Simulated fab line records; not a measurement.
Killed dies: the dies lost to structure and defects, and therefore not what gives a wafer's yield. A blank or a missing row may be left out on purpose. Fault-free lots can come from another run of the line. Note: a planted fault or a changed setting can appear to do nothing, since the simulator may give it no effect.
Problem report in the 8D (eight disciplines) form, filled by code	flow rit cmos	the parts of the form that need people (team, actions taken, sign-off) are left out

## 1. THE ISSUE
Mean of run length s at RIT_SPACER_ETCHBACK_05: 335.8 s across 2 wafers in 2 lots; on wafers with no fault it is 268.4 s (standard deviation 0.48). So: +99 or more standard deviations from the usual mean.
The step: etches Si3N4 in SF6/CHF3, stops on SiO2, target depth 250 nm, time 240 s.
Seen first at day 5 05:25 on rie diel-02, wafer L212.1. The record holds 18 wafers of 6 lots with a number at this step. Rule for "out" (also "out of limits"): further than 4 standard deviations from the usual mean. The rest of the wafers with a number are treated as sound.

## 2. WHAT THIS IS AND IS NOT
question	is	is not
which readings at this step	run length s, oes product au	drypump motor current A, throttle valve pct
which lots	L212, L214	L202, L204, L215, L219
which wafers of those lots	L212.1, L214.3	L212.3, L212.4, L214.2, L214.5
read on which tools	rie diel-02	rie diel-01, rie diel-04
when	from day 5 05:25	up to then (8 sound wafers); but 8 sound wafers of L214, L215, L219 came after

## 3. SUSPECTS, AND WHAT RULES EACH OUT
Counting: if a tool at a process step up to the reading ran every lot that is out, it stays a suspect. Sound lots after the first of them don't rule it out here, since some wafers of a struck lot are sound.
- rie diel-02 at RIT_SPACER_ETCHBACK_05 (etches Si3N4 in SF6/CHF3, stops on SiO2, target depth 250 nm, time 240 s): kept. It ran every lot that is out, first L212 (day 5 05:25); its last sound lot up to then is L204 (day 3 12:13). Out on those wafers are its own readings of oes product au, run length s.
- rie diel-02, RIT_SPACER_ETCHBACK_05: wafers that are out in chamber 2, sound lot-mates in chambers 0, 1.
Remaining after the count: rie diel-02 at RIT_SPACER_ETCHBACK_05.

## 4. THE CAUSE (what the simulator had put in)
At RIT_SPACER_ETCHBACK_05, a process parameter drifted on rie diel-02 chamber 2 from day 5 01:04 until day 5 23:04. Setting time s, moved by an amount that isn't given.
After counting, this tool was the only one left.

## 5. THE EFFECT CHAIN, in route order
Rows list readings where the struck wafers' mean (over those with a number) sits beyond 3 standard deviations from the usual. Readings are gone through only where the record gives a usual standard deviation; hours: the median, over the lots, of the time from a lot's start at the first step in this table giving one to that lot's start at this step; sigmas: the change measured in usual standard deviations.
hours	step	reading	usual	on struck wafers	change	sigmas
0	RIT_SPACER_ETCHBACK_05	oes product au	0.840 a.u.	0.714	-0.126	-7.4
0	RIT_SPACER_ETCHBACK_05	run length s	268.4 s	335.8	+67.4	+99 or more
Its process steps:
- RIT_SPACER_ETCHBACK_05: etches Si3N4 in SF6/CHF3, stops on SiO2, target depth 250 nm, time 240 s.
At these later measuring or inspecting steps, every struck wafer for which the step has a row has a number for every such reading, and none has moved that far: RIT_NSD_OVL_MEAS_06, RIT_NSD_TW_MEAS_10, RIT_PSD_OVL_MEAS_06, RIT_PSD_TW_MEAS_10, RIT_SDANNEAL_RS_MEAS_04, RIT_SDANNEAL_RS_MEAS_05, RIT_SDANNEAL_RS_MEAS_06.

## 6. HOW IT WOULD HAVE BEEN CAUGHT EARLIER
In this record no reading fell out of limits until day 5 05:25, 4 hours after the fault had begun at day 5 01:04.
